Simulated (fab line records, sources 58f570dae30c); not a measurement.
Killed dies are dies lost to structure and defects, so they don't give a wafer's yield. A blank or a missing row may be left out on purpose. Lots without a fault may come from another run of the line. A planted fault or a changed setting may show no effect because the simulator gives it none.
Split-lot experiment | flow berkeley_cmos170 | 5 lots, 23 wafers read, on a route of 331 steps

THE SPLIT
At UCB170_PSD_IMPLANT_08, the setting dose_cm2 was moved away from the recipe's 3e+15 on 11 of the 23 wafers read, by -3.3% to +5.2%. The other wafers ran this setting at the recipe's value.

FROM THE SPLIT TO THE READING: what the file shows between them, 1 step
- UCB170_PSD_STRIP_09: strips in O2

THE READING
PSD_TW, at UCB170_PSD_TW_MEAS_10. Fault-free wafers of this fab line usually give 2336, standard deviation 10.

wafer  | tool, chamber at the split | dose_cm2 as run | against the recipe | PSD_TW | against lot-mates on the recipe
L074.1 | implanter-04, 0            | 3.157e+15       | +5.2%              | 2364   | +38
L074.2 | implanter-04, 0            | 3e+15           | recipe             | 2328   | -
L074.4 | implanter-04, 0            | 3.157e+15       | +5.2%              | 2360   | +34
L074.5 | implanter-04, 0            | 3e+15           | recipe             | 2324   | -
L074.6 | implanter-04, 0            | 3.157e+15       | +5.2%              | 2362   | +36
L077.1 | implanter-02, 0            | 2.9e+15         | -3.3%              | 2309   | -18
L077.2 | implanter-02, 0            | 3e+15           | recipe             | 2326   | -
L077.3 | implanter-02, 0            | 3e+15           | recipe             | 2327   | -
L077.4 | implanter-02, 0            | 2.9e+15         | -3.3%              | 2307   | -20
L077.6 | implanter-02, 0            | 2.9e+15         | -3.3%              | 2305   | -22
L076.1 | implanter-04, 0            | 3e+15           | recipe             | 2351   | -
L076.4 | implanter-04, 0            | 3e+15           | recipe             | 2344   | -
L076.5 | implanter-04, 0            | 3e+15           | recipe             | 2347   | -
L080.1 | implanter-03, 0            | 3.139e+15       | +4.6%              | 2378   | +32
L080.2 | implanter-03, 0            | 3e+15           | recipe             | 2346   | -
L080.4 | implanter-03, 0            | 3e+15           | recipe             | 2342   | -
L080.5 | implanter-03, 0            | 3.139e+15       | +4.6%              | 2373   | +27
L080.6 | implanter-03, 0            | 3e+15           | recipe             | 2350   | -
L083.1 | implanter-02, 0            | 3e+15           | recipe             | 2340   | -
L083.2 | implanter-02, 0            | 3.057e+15       | +1.9%              | 2360   | +18
L083.3 | implanter-02, 0            | 3.057e+15       | +1.9%              | 2360   | +18
L083.4 | implanter-02, 0            | 3.057e+15       | +1.9%              | 2368   | +26
L083.5 | implanter-02, 0            | 3e+15           | recipe             | 2345   | -

THE FIT
A straight line over all 23 wafers: PSD_TW changes by +6.95 for each +1% of dose_cm2; r = +0.87; the points scatter about the line by 10.
The same after taking each lot's own level away (the mean of its wafers on the recipe; 23 wafers): +6.61 for each +1%; r = +0.98; scatter 3.8.
On that fit, the largest move of dose_cm2 shifts the reading by 35.
The lots' own levels span 2326.0 to 2347.3, that is 2.1 times the standard deviation above.
So the lot-to-lot level changes the slope little: the two slopes agree.
Check: with one of the wafers moved furthest among these (+5.2%) left out of the fit, the line predicts +35.6 for it against its lot-mates. It came out at +38 against them.

OTHER SPLITS ON THESE WAFERS
These wafers also went through other splits before the reading. Each is held against what the fit with the lots' levels taken away leaves over:
other split on the same wafers      | wafers away from the commonest value | r with PSD_TW (lot level and that fit taken away)
UCB170_NWELL_OXIDATION_01 ox_time_s | 15                                   | +0.12
UCB170_NWELL_CVD_04 time_s          | 15                                   | +0.27
UCB170_NWELL_IMPLANT_14 dose_cm2    | 7                                    | -0.18
UCB170_ACTIVE_ETCH_15 time_s        | 6                                    | +0.00
UCB170_FIELD_OXIDATION_01 ox_time_s | 15                                   | -0.16
UCB170_FIELD_WET_ETCH_05 time_s     | 15                                   | -0.22
UCB170_NLDD_COAT_01 resist_thk_nm   | 10                                   | -0.09
UCB170_NLDD_IMPLANT_08 energy_kev   | 9                                    | +0.26

THE WHOLE CHAIN: every reading that the file lists as answering this split, in the file's order
step                  | what it does | reading                  | change (the file's fit)              | r (the file's)
UCB170_PSD_STRIP_09   | strips in O2 | strip_time_to_endpoint_s | withheld for each +1% of the setting | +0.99
UCB170_PSD_TW_MEAS_10 |              | PSD_TW                   | +6.74 for each +1% of the setting    | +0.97

THE FILE'S OWN FIT
PSD_TW changes by +6.74 for each +1% of dose_cm2, r = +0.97.
